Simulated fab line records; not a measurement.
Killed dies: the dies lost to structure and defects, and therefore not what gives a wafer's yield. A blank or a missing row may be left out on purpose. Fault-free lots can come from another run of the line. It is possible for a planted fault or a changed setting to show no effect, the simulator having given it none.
Split-lot trial -- flow berkeley cmos170 -- on a route of 331 steps: 5 lots, 23 wafers read

ON THE SPLIT
At UCB170_M3_PEB_13, the setting peb temp c was moved away from the recipe's 130 C on 9 of the 23 wafers read, by -2.8% to +0.8%. The other wafers ran this setting at the recipe's value.

FROM THE SPLIT TO THE READING: what the file shows between them, 5 steps
- UCB170_M3_DEVELOP_14: develop time 45 s
- UCB170_M3_CD_MEAS_15: target cd 700 nm
- UCB170_M3_ETCH_17: etches BARC in N2/H2
- UCB170_M3_METAL_ETCH_18: etches Al in Cl2/BCl3, stops on SiO2, target depth 1170 nm, time 195 s
- UCB170_M3_STRIP_19: strips in O2

THE READING
Shown in nm: cd nm at UCB170_M3_CD_MEAS_90, with target cd 700 nm. Typical for fault-free wafers on this fab line: 699 nm, with standard deviation 4.9 nm.

wafer,"tool, chamber at the split","peb temp c as run, C",against the recipe,"cd nm, nm",against lot-mates on the recipe
L074.3,"litho track-04, 0",130,recipe,701,-
L074.4,"litho track-04, 0",130,recipe,707,-
L074.5,"litho track-04, 0",130,recipe,709,-
L077.2,"litho track-04, 0",130,recipe,696,-
L077.3,"litho track-04, 0",130,recipe,700,-
L077.4,"litho track-04, 0",130,recipe,695,-
L077.5,"litho track-04, 0",130,recipe,694,-
L077.6,"litho track-04, 0",130,recipe,701,-
L082.1,"litho track-02, 0",131.1,+0.8%,689,-16
L082.2,"litho track-02, 0",130,recipe,706,-
L082.3,"litho track-02, 0",130,recipe,704,-
L082.4,"litho track-02, 0",131.1,+0.8%,688,-17
L082.5,"litho track-02, 0",131.1,+0.8%,687,-18
L081.1,"litho track-01, 0",126.3,-2.8%,727,+31
L081.2,"litho track-01, 0",130,recipe,695,-
L081.3,"litho track-01, 0",126.3,-2.8%,725,+29
L081.4,"litho track-01, 0",130,recipe,697,-
L081.6,"litho track-01, 0",126.3,-2.8%,723,+27
L085.1,"litho track-04, 0",130,recipe,698,-
L085.2,"litho track-04, 0",128.2,-1.4%,712,+16
L085.3,"litho track-04, 0",128.2,-1.4%,712,+16
L085.4,"litho track-04, 0",130,recipe,695,-
L085.6,"litho track-04, 0",128.2,-1.4%,711,+14

THE FIT
A straight line over all 23 wafers: cd nm changes by -9.4 nm for each +1% of peb temp c; r = -0.93; the points scatter about the line by 4.2 nm.
The same after taking each lot's own level away (the mean of its wafers on the recipe; 23 wafers): -11.5 nm for each +1%; r = -0.97; scatter 3.4 nm.
The reading moves by 33 nm for the largest change in peb temp c, on that fit.
The span of the lots' own levels, 696.0 to 705.7 nm, comes to 2.0 times the standard deviation stated above.
In other words, the slope is changed by the lot-to-lot level; the two fits disagree.
Check: with one of the wafers moved furthest among these (-2.8%) left out of the fit, the line predicts +31.2 nm for it against its lot-mates. Against them it came out at +31 nm.

THE OTHER SPLITS THESE WAFERS WENT THROUGH
Other splits were also applied to these wafers ahead of the reading. Each is held against what the fit with the lots' levels taken away leaves over:
other split on the same wafers,wafers away from the commonest value,r with cd nm (lot level and that fit taken away)
UCB170_V2_ETCH_14 time s,9,+0.31
UCB170_M3_COAT_05 resist thk nm,10,+0.38

THE WHOLE CHAIN: every reading that the file lists as answering this split, in the file's order
step,what it does,reading,change (the file's fit),r (the file's)
UCB170_M3_CD_MEAS_15,target cd 700 nm,cd nm,-9.91 nm for each +1% of the setting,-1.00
UCB170_M3_ETCH_17,etches BARC in N2/H2,"M3.cd nm (the simulator's own value, which no gauge read)",-9.86 nm for each +1% of the setting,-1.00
UCB170_M3_METAL_ETCH_18,"etches Al in Cl2/BCl3, stops on SiO2, target depth 1170 nm, time 195 s","M3.cd nm (the simulator's own value, which no gauge read)",-10.9 nm for each +1% of the setting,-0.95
UCB170_M3_CD_MEAS_90,target cd 700 nm,cd nm,-11 nm for each +1% of the setting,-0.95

THE FILE'S OWN FIT
cd nm changes by -11 nm for each +1% of peb temp c, r = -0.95.
